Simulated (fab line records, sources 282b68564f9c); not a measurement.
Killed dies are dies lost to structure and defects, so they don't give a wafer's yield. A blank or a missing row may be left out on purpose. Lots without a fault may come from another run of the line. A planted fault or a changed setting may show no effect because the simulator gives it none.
Which tool did it? | flow rit_cmos | 12 lots, 36 wafers sampled, at 2 steps of a route of 202

WHAT THE GAUGES READ, wafer by wafer
RIT_CONTACT_THK_MEAS_01. Usual: CONTACT_TEOS_THK 399 nm, standard deviation 5.4.
lot  | measured    | on            | CONTACT_TEOS_THK (nm) | flag
L271 | day 3 09:11 | film_metro-02 | 395 393 399           |
L272 | day 3 11:46 | film_metro-01 | 399 401 405           |
L273 | day 3 15:23 | film_metro-04 | 392 397 405           |
L275 | day 3 23:32 | film_metro-04 | 390 390 394           |
L279 | day 4 21:37 | film_metro-01 | 341 399 405           | OFF
L284 | day 5 20:49 | film_metro-02 | 397 387 397           |
L286 | day 6 10:31 | film_metro-04 | 393 396 398           |
L287 | day 6 18:53 | film_metro-02 | 393 395 399           |
L289 | day 7 07:01 | film_metro-01 | 399 404 402           |
L290 | day 7 08:57 | film_metro-01 | 396 403 403           |
L292 | day 7 20:50 | film_metro-01 | 400 402 396           |
L293 | day 8 01:56 | film_metro-01 | 394 394 403           |

WHICH TOOL RAN EACH LOT (tool, then ch and the chambers of the sampled wafers, then the start)
lot  | RIT_CONTACT_CVD_00
L271 | pecvd-04 ch 1,2, day 3 09:07
L272 | pecvd-03 ch 0,1,2, day 3 11:43
L273 | pecvd-01 ch 1,2, day 3 15:20
L275 | pecvd-03 ch 0,1,2, day 3 23:29
L279 | pecvd-01 ch 0,1, day 4 21:34
L284 | pecvd-03 ch 0,2, day 5 20:46
L286 | pecvd-04 ch 0,1,2, day 6 10:28
L287 | pecvd-03 ch 0,1,2, day 6 18:50
L289 | pecvd-04 ch 1,2, day 7 06:58
L290 | pecvd-03 ch 1,2, day 7 08:53
L292 | pecvd-04 ch 0,2, day 7 20:46
L293 | pecvd-03 ch 0,1,2, day 8 01:53
- RIT_CONTACT_CVD_00: deposits SiO2 from TEOS, target thk 400 nm, time 61 s.

WHAT THE TOOLS THEMSELVES READ (means of the sampled wafers that have a number; where no wafer has one, the mark that the record gives instead)
RIT_CONTACT_CVD_00. Usual: heater_power_w 320 W, standard deviation 62.
lot  | tool     | heater_power_w (W) | flag
L271 | pecvd-04 | 373                |
L272 | pecvd-03 | 312                |
L273 | pecvd-01 | 346                |
L275 | pecvd-03 | 328                |
L279 | pecvd-01 | 324                |
L284 | pecvd-03 | 340                |
L286 | pecvd-04 | 356                |
L287 | pecvd-03 | 286                |
L289 | pecvd-04 | 396                |
L290 | pecvd-03 | 268                |
L292 | pecvd-04 | 339                |
L293 | pecvd-03 | 280                |

THE ANSWER, worked out from the rows above alone
Rule: a lot is off if the mean of its wafers that have a number lies more than 3 standard deviations from the usual mean. A lot without any number at a reading at which 4 lots or more have one is off too. The other lots that the step has rows for count as sound. The gauges are gone through in route order, then the tools' own readings, and for those a lot's mean is taken as printed above. The first step at which some lot is off is used, and at that step the reading that is off furthest; a lot without a number counts as furthest.
Off: L279, at RIT_CONTACT_THK_MEAS_01 (CONTACT_TEOS_THK).
A tool fits if, at a process step before that reading, it ran every lot that is off, and no sound lot after the first of them. The gauges at RIT_CONTACT_THK_MEAS_01 are tried like those tools. One fits: pecvd-01 at RIT_CONTACT_CVD_00. Its last sound lot is L273 (day 3 15:20), its first lot that is off L279 (day 4 21:34): a fault that began between those two fits.

WHAT THE SIMULATOR HAD PUT IN
Site profile drift: pecvd-01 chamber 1, from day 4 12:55 on, at RIT_CONTACT_CVD_00. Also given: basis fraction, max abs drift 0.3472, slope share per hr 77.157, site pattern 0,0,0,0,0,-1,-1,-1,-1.
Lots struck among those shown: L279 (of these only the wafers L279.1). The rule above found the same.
